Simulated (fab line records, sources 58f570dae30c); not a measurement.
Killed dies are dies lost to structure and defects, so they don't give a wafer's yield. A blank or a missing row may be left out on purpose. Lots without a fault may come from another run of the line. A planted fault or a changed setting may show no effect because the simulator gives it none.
One fault seen from 2 desks | flow berkeley_cmos170 | each desk has only its own numbers; what lay behind them comes last

THE METROLOGY DESK
What the gauges read, lot by lot, whatever tool the lot ran on: means of the sampled wafers that have a number. A lot is out of limits, marked OUT, if its mean lies more than 4 standard deviations from the usual mean; the brackets give that distance.
Columns: A = PSD_TW at UCB170_PSD_TW_MEAS_10, usual 2299; B = SILICIDE_TI_RS at UCB170_SILICIDE_RS_MEAS_02, usual 27.14 ohm/sq
lot  | first seen here | A    | B
L780 | day 6 14:17     | 2321 | 27.08
L782 | day 6 22:58     | 2330 | 27.38
L781 | day 6 23:13     | 2288 | 27.29
L784 | day 7 06:07     | 2293 | 27.27
L783 | day 7 06:26     | 2320 | 27.14
L786 | day 7 20:21     | 2329 | 27.11
L789 | day 8 07:43     | 2309 | 26.50
L787 | day 8 07:50     | 2321 | 27.14
L788 | day 8 08:06     | 2309 | 27.03
L798 | day 10 05:47    | 2282 | 27.25
L800 | day 10 21:04    | 2283 | 27.16
L801 | day 10 21:22    | 2287 | 26.65
L803 | day 11 07:59    | 2284 | 27.01
L802 | day 11 08:14    | 2323 | 26.90
This desk's finding: nothing out of limits on any of the 14 lots.

THE TOOL OWNER'S DESK: wet_bench-01
The tool's own readings at UCB170_BACKSIDE_CLEAN_04 (cleans in SPM, time 600 s): means of the sampled wafers that have a number, for each lot that ran on this tool. A lot is out of limits, marked OUT, if its mean lies more than 4 standard deviations from the usual mean; the brackets give that distance.
Columns: A = bath_guard_temp_C at UCB170_BACKSIDE_CLEAN_04, usual 120.3 C; B = bath_heat_duty_pct at UCB170_BACKSIDE_CLEAN_04, usual 13.6 %
lot  | first seen here | A     | B
L780 | day 6 16:59     | 120.7 | 14.2
L782 | day 7 01:47     | 120.3 | 12.9
L781 | day 7 02:11     | 120.3 | 13.1
L784 | day 7 11:22     | 121.1 | 14.4
L783 | day 7 11:46     | 120.5 | 13.1
L789 | day 8 11:07     | 120.7 | 14.0
L798 | day 10 08:12    | 120.4 | 12.7
L801 | day 11 00:20    | 119.6 | 12.2
L803 | day 11 15:19    | 119.4 | 12.4
L802 | day 11 16:12    | 120.9 | 13.8
This desk's finding: nothing out of limits on any of the 10 lots.

PUT TOGETHER
The metrology desk saw nothing out of limits.
The tool owner's desk saw nothing out of limits.

WHAT THE SIMULATOR HAD PUT IN
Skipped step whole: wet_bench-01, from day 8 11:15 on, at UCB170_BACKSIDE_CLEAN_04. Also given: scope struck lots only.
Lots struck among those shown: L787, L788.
